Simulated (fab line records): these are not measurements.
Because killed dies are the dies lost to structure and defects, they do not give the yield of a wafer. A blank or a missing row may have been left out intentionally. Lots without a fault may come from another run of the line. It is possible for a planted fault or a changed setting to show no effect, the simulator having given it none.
Struck lot and sound lot, side by side | flow rit-cmos | 43 steps out of a route of 202
Sound: these wafers, L549.1, L549.5, L549.6. Wafers struck: L554.3, L554.4, L554.6. At the end, the cause is stated.
Order at every step that has rows: each side's tool, ch and its chambers, its first start. Under that, the readings that differ: sound wafers | struck wafers | difference of the means | sigmas: that difference in standard deviations of wafers without a fault.
alike: readings whose means differ by less than 2 such deviations, and words and numbers that are the same on both sides. not compared: withheld readings, readings that some wafer has no value for, bounds like >300 that may hide the same value, and numbers for which the record gives no deviation and whose values overlap.
Wherever a step has rows on one side only, a row that says differs or no value, or a row with sigmas, the two part there. Numbers that have no deviation but don't overlap get no sigmas and don't part them. A reading missing from all wafers of one side parts the sides only when that side holds two or more wafers.

first, 4 steps without rows for these wafers: RIT_GATE_SOFTBAKE_12 (time 60 s); RIT_GATE_EXPOSE_13 (exposes mask M6, target cd 150 nm); RIT_GATE_PEB_14; RIT_GATE_DEVELOP_15 (develop time 50 s).
RIT_GATE_CD_MEAS_16: target cd 150 nm.
  sound: cd-sem-01 at day 4 21:33; struck: cd-sem-02 at day 5 21:16
  alike: cd-nm
RIT_GATE_OVL_MEAS_17:
  sound: overlay-01 at day 4 21:40; struck: overlay-01 at day 5 21:21
  alike: GATE_OVL
then, 1 step without rows for these wafers: RIT_GATE_HARDBAKE_18 (time 60 s).
RIT_GATE_ETCH_19: etches poly-Si in SF6/CHF3/O2, stops on SiO2, time 165 s, target depth 312.5 nm.
  sound on rie-si-02 ch 0,1,2, day 4 21:52; struck on rie-si-01 ch 0,1,3, day 5 21:36
  alike: O2_flow_sccm, drypump-motor-current-A, oes-product-au, throttle-valve-pct
  not compared: rf-hours-counter-h
RIT_GATE_STRIP_20: strips in O2, time 180 s.
  sound on plasma-asher-01 ch 0,1, day 4 21:58; struck on plasma-asher-04 ch 0,1, day 5 21:46
  alike: drypump-motor-current-A, o2-flow-sccm
  not compared: rf-hours-counter-h
RIT_GATE_CD_MEAS_90: target cd 150 nm.
  sound: cd-sem-02 at day 4 22:08; struck: cd-sem-02 at day 5 21:55
  alike: cd-nm
then, 2 steps without rows for these wafers: RIT_REOX_CLEAN_00 (cleans in SC1, time 600 s); RIT_REOX_CLEAN_01 (cleans in dHF, time 30 s).
RIT_REOX_CLEAN_02: cleans in SC2, time 600 s.
  sound on wet-bench-04 ch 3, day 4 22:28; struck on wet-bench-01 ch 2, day 5 22:23
then, 1 step without rows for these wafers: RIT_REOX_OXIDATION_03 (target thk 25.2 nm, ox time 5580 s).
RIT_REOX_THK_MEAS_04:
  sound: film-metro-02 at day 5 01:12; struck: film-metro-01 at day 6 01:43
  alike: REOX_OXIDE_THK
then, 6 steps without rows for these wafers: RIT_NLDD_HMDS_00 (prime time 60 s); RIT_NLDD_COAT_01 (resist thk 1000 nm); RIT_NLDD_SOFTBAKE_02 (time 60 s); RIT_NLDD_EXPOSE_03 (exposes mask M7, target cd 40700 nm); RIT_NLDD_PEB_04; RIT_NLDD_DEVELOP_05 (develop time 50 s).
RIT_NLDD_OVL_MEAS_06:
  sound: overlay-02 at day 5 02:14; struck: overlay-02 at day 6 02:37
  alike: NLDD_OVL
then, 2 steps without rows for these wafers: RIT_NLDD_HARDBAKE_07 (time 60 s); RIT_NLDD_IMPLANT_08.
RIT_NLDD_STRIP_09: strips in O2, time 180 s.
  sound on plasma-asher-04 ch 0,1, day 5 02:34; struck on plasma-asher-02 ch 0,1, day 6 03:00
  alike: drypump-motor-current-A, o2-flow-sccm
  not compared: rf-hours-counter-h
RIT_NLDD_TW_MEAS_10:
  sound: film-metro-03 at day 5 02:45; struck: film-metro-03 at day 6 03:08
  alike: NLDD_TW
then, 6 steps without rows for these wafers: RIT_PLDD_HMDS_00 (prime time 60 s); RIT_PLDD_COAT_01 (resist thk 1000 nm); RIT_PLDD_SOFTBAKE_02 (time 60 s); RIT_PLDD_EXPOSE_03 (exposes mask M8, target cd 40900 nm); RIT_PLDD_PEB_04; RIT_PLDD_DEVELOP_05 (develop time 50 s).
RIT_PLDD_OVL_MEAS_06:
  sound: overlay-02 at day 5 03:47; struck: overlay-01 at day 6 04:02
  alike: PLDD_OVL
then, 2 steps without rows for these wafers: RIT_PLDD_HARDBAKE_07 (time 60 s); RIT_PLDD_IMPLANT_08.
RIT_PLDD_STRIP_09: strips in O2, time 180 s.
  sound on plasma-asher-01 ch 0,1, day 5 04:07; struck on plasma-asher-01 ch 0,1, day 6 04:25
  alike: drypump-motor-current-A, o2-flow-sccm
  not compared: rf-hours-counter-h
RIT_PLDD_TW_MEAS_10:
  sound: film-metro-01 at day 5 04:17; struck: film-metro-02 at day 6 04:33
  alike: PLDD_TW
then, 4 steps without rows for these wafers: RIT_SPACER_CLEAN_00 (cleans in SC1, time 600 s); RIT_SPACER_CLEAN_01 (cleans in dHF, time 30 s); RIT_SPACER_CLEAN_02 (cleans in SC2, time 600 s); RIT_SPACER_CVD_03 (deposits Si3N4 from SiH2Cl2/NH3, target thk 250 nm, time 3300 s).
RIT_SPACER_THK_MEAS_04:
  sound: film-metro-04 at day 5 07:37; struck: film-metro-03 at day 6 06:54
  alike: SPACER_NITRIDE_THK
RIT_M1_PROBE_99:
  sound: prober-01 at day 5 18:49; struck: prober-01 at day 6 18:32
  reading                                      | sound                | struck              | difference | sigmas
  model.etest.diode-nwell-sub.leak-log10-a-cm2 | -7.429 -7.623 -7.494 | -6.783 -6.796 -6.91 | +0.686     |
  alike: killed-at-contacts, killed-at-front-end, killed-dies, killed-on-rim, killed-open, killed-short

## WHERE THEY PART
Nowhere in this record.

WHY: what had been put in by the simulator
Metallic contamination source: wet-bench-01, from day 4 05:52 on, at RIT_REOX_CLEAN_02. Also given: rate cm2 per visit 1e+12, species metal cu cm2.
